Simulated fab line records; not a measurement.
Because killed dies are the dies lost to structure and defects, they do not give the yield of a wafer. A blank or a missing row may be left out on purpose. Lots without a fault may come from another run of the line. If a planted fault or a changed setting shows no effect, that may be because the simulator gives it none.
Struck lot and sound lot, side by side / flow rit cmos / 15 steps out of a route of 202
Sound: these wafers, L999.2, L999.4, L999.6. Wafers L104.1, L104.2, L104.5 were the ones struck. The cause is named last.
Per side, at each step with rows, come the tool, then ch with its chambers, and then its first start. Under that, the readings that differ: sound wafers / struck wafers / difference of the means / sigmas: that difference in standard deviations of wafers without a fault.
alike: readings whose means differ by less than 2 such deviations, and words and numbers that are the same on both sides. not compared: withheld readings, readings that some wafer has no value for, bounds like >300 that may hide the same value, and numbers for which the record gives no deviation and whose values overlap.
The two part at a step that has a row with sigmas, a row that says differs or no value, or rows on one side only. Numbers that have no deviation but don't overlap get no sigmas and don't part them. A reading that every wafer of one side lacks parts them only if that side has two wafers or more.

first, 4 steps without rows for these wafers: RIT_REOX_CLEAN_00 (cleans in SC1, time 600 s); RIT_REOX_CLEAN_01 (cleans in dHF, time 30 s); RIT_REOX_CLEAN_02 (cleans in SC2, time 600 s); RIT_REOX_OXIDATION_03 (target thk 25.2 nm, ox time 5580 s).
RIT_REOX_THK_MEAS_04:
  sound on film metro-03, day 3 14:20; struck on film metro-02, day 4 14:17
  alike: REOX_OXIDE_THK
then, 6 steps without rows for these wafers: RIT_NLDD_HMDS_00 (prime time 60 s); RIT_NLDD_COAT_01 (resist thk 1000 nm); RIT_NLDD_SOFTBAKE_02 (time 60 s); RIT_NLDD_EXPOSE_03 (exposes mask M7, target cd 40700 nm); RIT_NLDD_PEB_04; RIT_NLDD_DEVELOP_05 (develop time 50 s).
RIT_NLDD_OVL_MEAS_06:
  sound on overlay-01, day 3 15:22; struck on overlay-01, day 4 15:24
  alike: NLDD_OVL
RIT_NLDD_HARDBAKE_07: time 60 s.
  sound on litho track-04 ch 0, day 3 15:26; struck on litho track-03 ch 0, day 4 15:26
reading=heater power total W (W); sound=62.57 62.48 62.51; struck=63.93 63.84 63.73; difference=+1.31; sigmas=+29
reading=plate temp C (C); sound=139.91 139.86 139.85; struck=142.30 142.27 142.26; difference=+2.40; sigmas=+18
  alike: chill plate temp C
then, 1 step without rows for these wafers: RIT_NLDD_IMPLANT_08.
RIT_M1_PROBE_99:
  sound on prober-02, day 4 08:24; struck on prober-01, day 5 07:50
  alike: killed at contacts, killed at front end, killed dies, killed open, killed short

== WHERE THEY PART ==
Only at RIT_NLDD_HARDBAKE_07, within this record. Later steps at which nothing parts them and some readings are alike: RIT_M1_PROBE_99.

WHY: the cause the simulator had injected
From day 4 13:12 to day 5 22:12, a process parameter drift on litho track-03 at RIT_NLDD_HARDBAKE_07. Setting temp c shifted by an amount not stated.
